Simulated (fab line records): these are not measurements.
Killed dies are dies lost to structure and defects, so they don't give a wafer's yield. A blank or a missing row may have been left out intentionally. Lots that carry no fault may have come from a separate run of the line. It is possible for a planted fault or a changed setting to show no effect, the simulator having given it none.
fab line records || flow ritCmos
[record] {"lots": 14, "wafers": 42, "lastDay": 7}
route steps=202 shown PWELL@47
lots with no fault: from the same line, run without faults
startH: hours from the record's opening day to when the first of the lot's shown wafers began || waitH: hours from the lot's prior step to this one || " the same as in the row above || L1.1+2: a row that stands for several wafers || - no value, or no start given || * or withheld: withheld || < > ~ a bound
route shown NAME@n: NAME is a module with steps in the file, n the number in the route of the first one || usual: mean/standard deviation taken from wafers without a fault || same: alike in all rows || chamber/n: place in a boat || sites: the reading at each site || _std_site: how widely they spread, as a standard deviation || _edge_site: outer sites' mean less inner sites' || radiusMm: for every site, how far away it sits from the centre of the wafer || mask NAME#n: copy n || behind: tool/chamber where the wafer was last shaped || hold: cause of the lot's hold/its duration in hours/its outcome || device: which transistor (n, p or np) failed to switch || end of line: the route-end tests of the same wafers || a step given without rows: its recipe and nothing more || killed: dies lost to structure and defects at the first sort, not the wafer's yield || map: the dies of a wafer, with x for killed, . for not killed, _ for no die there
set.NAME: the setting the step ran with; set.NAME@STEP: the setting that earlier step ran with || model.NAME: the simulator's own value behind a step, which no gauge read
a sample of lots followed through the steps of the route, with each step as a table and each wafer as a row
services: from which hour (startH, from the record's first day; less than 0 if before it) a tool's chamber was out of use, for how many hours, and why
[[steps]]
[step RIT_PWELL_IMPLANT_08]
[recipe] {"species": "B", "energyKev": 170, "doseCm2": 7e+13, "tiltDeg": 7}
[usual] {"beamEnergyKeV": "169.99/0.053"}
{"lot.wafer": "L393.2", "tool": "implanter-04", "chamber": 0, "startH": 31.36, "waitH": 0.2, "beamEnergyKeV": 169.97}
{"lot.wafer": "L393.4", "tool": "implanter-04", "chamber": 0, "startH": 31.36, "waitH": 0.2, "beamEnergyKeV": 169.94}
{"lot.wafer": "L393.6", "tool": "implanter-04", "chamber": 0, "startH": 31.36, "waitH": 0.2, "beamEnergyKeV": 170.02}
{"lot.wafer": "L394.3", "tool": "implanter-02", "chamber": 0, "startH": 31.65, "waitH": 0.2, "beamEnergyKeV": 169.94}
{"lot.wafer": "L394.4", "tool": "implanter-02", "chamber": 0, "startH": 31.65, "waitH": 0.2, "beamEnergyKeV": 169.97}
{"lot.wafer": "L394.5", "tool": "implanter-02", "chamber": 0, "startH": 31.65, "waitH": 0.2, "beamEnergyKeV": 170.04}
{"lot.wafer": "L396.1", "tool": "implanter-02", "chamber": 0, "startH": 41.28, "waitH": 0.2, "beamEnergyKeV": 169.94}
{"lot.wafer": "L396.2", "tool": "implanter-02", "chamber": 0, "startH": 41.28, "waitH": 0.2, "beamEnergyKeV": 169.85}
{"lot.wafer": "L396.3", "tool": "implanter-02", "chamber": 0, "startH": 41.28, "waitH": 0.2, "beamEnergyKeV": 169.95}
{"lot.wafer": "L397.1", "tool": "implanter-04", "chamber": 0, "startH": 44.94, "waitH": 0.2, "beamEnergyKeV": 170.02}
{"lot.wafer": "L397.4", "tool": "implanter-04", "chamber": 0, "startH": 44.94, "waitH": 0.2, "beamEnergyKeV": 169.99}
{"lot.wafer": "L397.5", "tool": "implanter-04", "chamber": 0, "startH": 44.94, "waitH": 0.2, "beamEnergyKeV": 170.01}
{"lot.wafer": "L398.1", "tool": "implanter-03", "chamber": 0, "startH": 50.62, "waitH": 0.2, "beamEnergyKeV": 170.04}
{"lot.wafer": "L398.3", "tool": "implanter-03", "chamber": 0, "startH": 50.62, "waitH": 0.2, "beamEnergyKeV": 170.01}
{"lot.wafer": "L398.5", "tool": "implanter-03", "chamber": 0, "startH": 50.62, "waitH": 0.2, "beamEnergyKeV": 170.07}
{"lot.wafer": "L399.3", "tool": "implanter-02", "chamber": 0, "startH": 55.61, "waitH": 0.2, "beamEnergyKeV": 170.02}
{"lot.wafer": "L399.4", "tool": "implanter-02", "chamber": 0, "startH": 55.61, "waitH": 0.2, "beamEnergyKeV": 170.02}
{"lot.wafer": "L399.5", "tool": "implanter-02", "chamber": 0, "startH": 55.61, "waitH": 0.2, "beamEnergyKeV": 170.03}
{"lot.wafer": "L400.1", "tool": "implanter-02", "chamber": 0, "startH": 62.64, "waitH": 0.2, "beamEnergyKeV": 169.90}
{"lot.wafer": "L400.2", "tool": "implanter-02", "chamber": 0, "startH": 62.64, "waitH": 0.2, "beamEnergyKeV": 169.89}
{"lot.wafer": "L400.5", "tool": "implanter-02", "chamber": 0, "startH": 62.64, "waitH": 0.2, "beamEnergyKeV": 169.96}
{"lot.wafer": "L402.2", "tool": "implanter-03", "chamber": 0, "startH": 70.21, "waitH": 0.2, "beamEnergyKeV": 170.04}
{"lot.wafer": "L402.3", "tool": "implanter-03", "chamber": 0, "startH": 70.21, "waitH": 0.2, "beamEnergyKeV": 170.10}
{"lot.wafer": "L402.4", "tool": "implanter-03", "chamber": 0, "startH": 70.21, "waitH": 0.2, "beamEnergyKeV": 170.13}
{"lot.wafer": "L401.1", "tool": "implanter-02", "chamber": 0, "startH": 70.28, "waitH": 0.2, "beamEnergyKeV": 220.96}
{"lot.wafer": "L401.3", "tool": "implanter-02", "chamber": 0, "startH": 70.28, "waitH": 0.2, "beamEnergyKeV": 220.90}
{"lot.wafer": "L401.6", "tool": "implanter-02", "chamber": 0, "startH": 70.28, "waitH": 0.2, "beamEnergyKeV": 220.98}
{"lot.wafer": "L404.1", "tool": "implanter-04", "chamber": 0, "startH": 80.32, "waitH": 0.2, "beamEnergyKeV": 169.98}
{"lot.wafer": "L404.4", "tool": "implanter-04", "chamber": 0, "startH": 80.32, "waitH": 0.2, "beamEnergyKeV": 169.97}
{"lot.wafer": "L404.5", "tool": "implanter-04", "chamber": 0, "startH": 80.32, "waitH": 0.2, "beamEnergyKeV": 170.00}
{"lot.wafer": "L406.3", "tool": "implanter-02", "chamber": 0, "startH": 88.94, "waitH": 0.2, "beamEnergyKeV": 220.91}
{"lot.wafer": "L406.4", "tool": "implanter-02", "chamber": 0, "startH": 88.94, "waitH": 0.2, "beamEnergyKeV": 220.96}
{"lot.wafer": "L406.6", "tool": "implanter-02", "chamber": 0, "startH": 88.94, "waitH": 0.2, "beamEnergyKeV": 220.98}
{"lot.wafer": "L410.2", "tool": "implanter-04", "chamber": 0, "startH": 111.33, "waitH": 0.2, "beamEnergyKeV": 169.93}
{"lot.wafer": "L410.3", "tool": "implanter-04", "chamber": 0, "startH": 111.33, "waitH": 0.2, "beamEnergyKeV": 169.97}
{"lot.wafer": "L410.5", "tool": "implanter-04", "chamber": 0, "startH": 111.33, "waitH": 0.2, "beamEnergyKeV": 170.03}
{"lot.wafer": "L412.4", "tool": "implanter-03", "chamber": 0, "startH": 121.58, "waitH": 0.2, "beamEnergyKeV": 170.05}
{"lot.wafer": "L412.5", "tool": "implanter-03", "chamber": 0, "startH": 121.58, "waitH": 0.2, "beamEnergyKeV": 170.03}
{"lot.wafer": "L412.6", "tool": "implanter-03", "chamber": 0, "startH": 121.58, "waitH": 0.2, "beamEnergyKeV": 169.99}
{"lot.wafer": "L415.4", "tool": "implanter-04", "chamber": 0, "startH": 135.85, "waitH": 0.2, "beamEnergyKeV": 170.02}
{"lot.wafer": "L415.5", "tool": "implanter-04", "chamber": 0, "startH": 135.85, "waitH": 0.2, "beamEnergyKeV": 170.02}
{"lot.wafer": "L415.6", "tool": "implanter-04", "chamber": 0, "startH": 135.85, "waitH": 0.2, "beamEnergyKeV": 170.06}
[step RIT_WELLDRIVE_RS_MEAS_02]
[recipe] {"thkMeasGauge": "four-point-probe"}
[usual] {"PWELL_RS": "429.1/1.2"}
{"lot.wafer": "L393.2", "tool": "filmMetro-04", "chamber": "-", "startH": 39.23, "waitH": 0.1, "PWELL_RS[ohm/sq]": 430.8}
{"lot.wafer": "L393.4", "tool": "filmMetro-04", "chamber": "-", "startH": 39.23, "waitH": 0.1, "PWELL_RS[ohm/sq]": 429.7}
{"lot.wafer": "L393.6", "tool": "filmMetro-04", "chamber": "-", "startH": 39.23, "waitH": 0.1, "PWELL_RS[ohm/sq]": 431.3}
{"lot.wafer": "L394.3", "tool": "filmMetro-01", "chamber": "-", "startH": 39.25, "waitH": 0.1, "PWELL_RS[ohm/sq]": 429.2}
{"lot.wafer": "L394.4", "tool": "filmMetro-01", "chamber": "-", "startH": 39.25, "waitH": 0.1, "PWELL_RS[ohm/sq]": 428.6}
{"lot.wafer": "L394.5", "tool": "filmMetro-01", "chamber": "-", "startH": 39.25, "waitH": 0.1, "PWELL_RS[ohm/sq]": 429.4}
{"lot.wafer": "L396.1", "tool": "filmMetro-04", "chamber": "-", "startH": 48.06, "waitH": 0.1, "PWELL_RS[ohm/sq]": 429.1}
{"lot.wafer": "L396.2", "tool": "filmMetro-04", "chamber": "-", "startH": 48.06, "waitH": 0.1, "PWELL_RS[ohm/sq]": 428.6}
{"lot.wafer": "L396.3", "tool": "filmMetro-04", "chamber": "-", "startH": 48.06, "waitH": 0.1, "PWELL_RS[ohm/sq]": 428.8}
{"lot.wafer": "L397.1", "tool": "filmMetro-01", "chamber": "-", "startH": 53.02, "waitH": 0.1, "PWELL_RS[ohm/sq]": 428.1}
{"lot.wafer": "L397.4", "tool": "filmMetro-01", "chamber": "-", "startH": 53.02, "waitH": 0.1, "PWELL_RS[ohm/sq]": 428.1}
{"lot.wafer": "L397.5", "tool": "filmMetro-01", "chamber": "-", "startH": 53.02, "waitH": 0.1, "PWELL_RS[ohm/sq]": 428.7}
{"lot.wafer": "L398.1", "tool": "filmMetro-02", "chamber": "-", "startH": 56.21, "waitH": 0.1, "PWELL_RS[ohm/sq]": 428.6}
{"lot.wafer": "L398.3", "tool": "filmMetro-02", "chamber": "-", "startH": 56.21, "waitH": 0.1, "PWELL_RS[ohm/sq]": 431.0}
{"lot.wafer": "L398.5", "tool": "filmMetro-02", "chamber": "-", "startH": 56.21, "waitH": 0.1, "PWELL_RS[ohm/sq]": 429.8}
{"lot.wafer": "L399.3", "tool": "filmMetro-02", "chamber": "-", "startH": 62.90, "waitH": 0.1, "PWELL_RS[ohm/sq]": 428.9}
{"lot.wafer": "L399.4", "tool": "filmMetro-02", "chamber": "-", "startH": 62.90, "waitH": 0.1, "PWELL_RS[ohm/sq]": 426.8}
{"lot.wafer": "L399.5", "tool": "filmMetro-02", "chamber": "-", "startH": 62.90, "waitH": 0.1, "PWELL_RS[ohm/sq]": 426.8}
{"lot.wafer": "L400.1", "tool": "filmMetro-04", "chamber": "-", "startH": 68.90, "waitH": 0.1, "PWELL_RS[ohm/sq]": 427.1}
{"lot.wafer": "L400.2", "tool": "filmMetro-04", "chamber": "-", "startH": 68.90, "waitH": 0.1, "PWELL_RS[ohm/sq]": 428.5}
{"lot.wafer": "L400.5", "tool": "filmMetro-04", "chamber": "-", "startH": 68.90, "waitH": 0.1, "PWELL_RS[ohm/sq]": 427.0}
{"lot.wafer": "L402.2", "tool": "filmMetro-01", "chamber": "-", "startH": 75.79, "waitH": 0.1, "PWELL_RS[ohm/sq]": 429.3}
{"lot.wafer": "L402.3", "tool": "filmMetro-01", "chamber": "-", "startH": 75.79, "waitH": 0.1, "PWELL_RS[ohm/sq]": 429.1}
{"lot.wafer": "L402.4", "tool": "filmMetro-01", "chamber": "-", "startH": 75.79, "waitH": 0.1, "PWELL_RS[ohm/sq]": 428.7}
{"lot.wafer": "L401.1", "tool": "filmMetro-01", "chamber": "-", "startH": 77.26, "waitH": 0.1, "PWELL_RS[ohm/sq]": 416.7}
{"lot.wafer": "L401.3", "tool": "filmMetro-01", "chamber": "-", "startH": 77.26, "waitH": 0.1, "PWELL_RS[ohm/sq]": 417.4}
{"lot.wafer": "L401.6", "tool": "filmMetro-01", "chamber": "-", "startH": 77.26, "waitH": 0.1, "PWELL_RS[ohm/sq]": 417.0}
{"lot.wafer": "L404.1", "tool": "filmMetro-01", "chamber": "-", "startH": 86.08, "waitH": 0.1, "PWELL_RS[ohm/sq]": 430.6}
{"lot.wafer": "L404.4", "tool": "filmMetro-01", "chamber": "-", "startH": 86.08, "waitH": 0.1, "PWELL_RS[ohm/sq]": 429.8}
{"lot.wafer": "L404.5", "tool": "filmMetro-01", "chamber": "-", "startH": 86.08, "waitH": 0.1, "PWELL_RS[ohm/sq]": 430.4}
{"lot.wafer": "L406.3", "tool": "filmMetro-01", "chamber": "-", "startH": 95.16, "waitH": 0.1, "PWELL_RS[ohm/sq]": 418.6}
{"lot.wafer": "L406.4", "tool": "filmMetro-01", "chamber": "-", "startH": 95.16, "waitH": 0.1, "PWELL_RS[ohm/sq]": 419.9}
{"lot.wafer": "L406.6", "tool": "filmMetro-01", "chamber": "-", "startH": 95.16, "waitH": 0.1, "PWELL_RS[ohm/sq]": 418.8}
{"lot.wafer": "L410.2", "tool": "filmMetro-04", "chamber": "-", "startH": 117.41, "waitH": 0.1, "PWELL_RS[ohm/sq]": 428.9}
{"lot.wafer": "L410.3", "tool": "filmMetro-04", "chamber": "-", "startH": 117.41, "waitH": 0.1, "PWELL_RS[ohm/sq]": 429.2}
{"lot.wafer": "L410.5", "tool": "filmMetro-04", "chamber": "-", "startH": 117.41, "waitH": 0.1, "PWELL_RS[ohm/sq]": 428.4}
{"lot.wafer": "L412.4", "tool": "filmMetro-01", "chamber": "-", "startH": 128.44, "waitH": 0.1, "PWELL_RS[ohm/sq]": 429.7}
{"lot.wafer": "L412.5", "tool": "filmMetro-01", "chamber": "-", "startH": 128.44, "waitH": 0.1, "PWELL_RS[ohm/sq]": 428.8}
{"lot.wafer": "L412.6", "tool": "filmMetro-01", "chamber": "-", "startH": 128.44, "waitH": 0.1, "PWELL_RS[ohm/sq]": 431.1}
{"lot.wafer": "L415.4", "tool": "filmMetro-04", "chamber": "-", "startH": 142.43, "waitH": 0.1, "PWELL_RS[ohm/sq]": 429.8}
{"lot.wafer": "L415.5", "tool": "filmMetro-04", "chamber": "-", "startH": 142.43, "waitH": 0.1, "PWELL_RS[ohm/sq]": 429.0}
{"lot.wafer": "L415.6", "tool": "filmMetro-04", "chamber": "-", "startH": 142.43, "waitH": 0.1, "PWELL_RS[ohm/sq]": 429.9}
[[services]]
{"tool": "implanter-02", "chamber": "-", "startH": 50.90, "hours": 1.8, "kind": "repair"}
{"tool": "implanter-04", "chamber": "-", "startH": 64.07, "hours": 4.5, "kind": "pm"}
{"tool": "implanter-03", "chamber": "-", "startH": 84.67, "hours": 9.6, "kind": "repair"}
{"tool": "implanter-02", "chamber": "-", "startH": 92.01, "hours": 0.8, "kind": "repair"}
{"tool": "implanter-04", "chamber": "-", "startH": 103.79, "hours": 3.2, "kind": "pm"}
{"tool": "implanter-04", "chamber": "-", "startH": 113.03, "hours": 1.0, "kind": "repair"}
{"tool": "implanter-03", "chamber": "-", "startH": 132.72, "hours": 8.4, "kind": "repair"}
[[key]]
[firstSign] {"step": "RIT_PWELL_IMPLANT_08", "reading": "beamEnergyKeV", "direction": "up", "sigmas": "99+", "usual": 169.99, "struck": 220.95}
[effect] {"step": "RIT_WELLDRIVE_RS_MEAS_02", "reading": "PWELL_RS", "direction": "down", "sigmas": 9.4, "usual": 429.1, "struck": 418.1}
metAt RIT_PWELL_IMPLANT_08
struckLots L401,L406
testerLeftOut L401,L406
onsetBetween 62.64 70.28
[fault] {"kind": "processParameterDrift", "tool": "implanter-02", "chamber": "-", "onsetH": 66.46, "steps": "RIT_PWELL_IMPLANT_08", "channel": "energyKev", "offset": 51, "shape": "step", "endH": 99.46, "actsIn": "theseRecipesOnly", "stated": 170}
// testerLeftOut: of these lots the tester's yield and bins aren't shown, on N5 and GAA mostly nor the transistor test; their killed dies are dies lost to structure and defects alone, not to doping, threshold or leakage, so they don't give the yield
